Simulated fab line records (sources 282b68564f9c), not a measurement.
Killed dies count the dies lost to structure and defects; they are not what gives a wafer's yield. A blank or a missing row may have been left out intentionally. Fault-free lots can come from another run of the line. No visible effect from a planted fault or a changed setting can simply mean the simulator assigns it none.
Code-filled problem report in 8D (eight disciplines) form / flow ritCmos / the parts of the form that need people (team, actions taken, sign-off) are left out

== 1. THE PROBLEM ==
At RIT_NLDD_IMPLANT_08, beamEnergyKeV averages 18.965 over 9 wafers from 3 lots, while fault-free wafers read 20.000, standard deviation 0.0057. That is -99 or more standard deviations from the usual mean.
The first sign was on wafer L828.2 at day 6 00:29, on implanter-01. The record holds 21 wafers of 7 lots with a number at this step. Rule for "out" (also "out of limits"): further than 4 standard deviations from the usual mean. The rest of the wafers with a number are treated as sound.

== 2. WHAT IT IS, WHAT IT ISN'T ==
question=which readings at this step | is=beamEnergyKeV | is not=-
question=which lots | is=L828, L829, L831 | is not=L815, L826, L832, L836
question=which wafers of those lots | is=all that have a number | is not=-
question=read on which tools | is=implanter-01 | is not=implanter-02, implanter-04
question=when | is=from day 6 00:29 | is not=up to then (6 sound wafers); but 6 sound wafers of L832, L836 came after

== 3. THE SUSPECTS, EACH WITH WHAT RULES IT OUT ==
Counting: a tool at a process step up to the reading stays a suspect if it ran every lot that is out and no sound lot after the first of them.
- implanter-01 at RIT_NLDD_IMPLANT_08: kept. It ran every lot that is out, first L828 (day 6 00:29), and no sound lot after that; its last sound lot up to then is L826 (day 5 15:18). Its own readings are out on those wafers: beamEnergyKeV.
The count leaves implanter-01 at RIT_NLDD_IMPLANT_08.

== 4. THE CAUSE (what the simulator had put in) ==
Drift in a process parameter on implanter-01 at RIT_NLDD_IMPLANT_08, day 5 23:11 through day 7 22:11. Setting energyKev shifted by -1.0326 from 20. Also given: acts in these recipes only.
Only this tool survived the counting.

== 5. THE CHAIN OF EFFECTS, in route order ==
Each row: a reading where the mean over the struck wafers with a number is more than 3 standard deviations away from the usual. Only readings for which the record gives a usual standard deviation are gone through. hours: the time from each lot's start at the first step in this table that gives one to its start at this step, as a median over the lots. sigmas: the change in usual standard deviations.
hours=0; step=RIT_NLDD_IMPLANT_08; reading=beamEnergyKeV; usual=20.000; on struck wafers=18.965; change=-1.035; sigmas=-99 or more
Process steps it contains:
- RIT_NLDD_IMPLANT_08

== 6. HOW IT WOULD HAVE BEEN CAUGHT EARLIER ==
In this record the first reading out of limits was taken at day 6 00:29, 1 hour after the fault began at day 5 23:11.
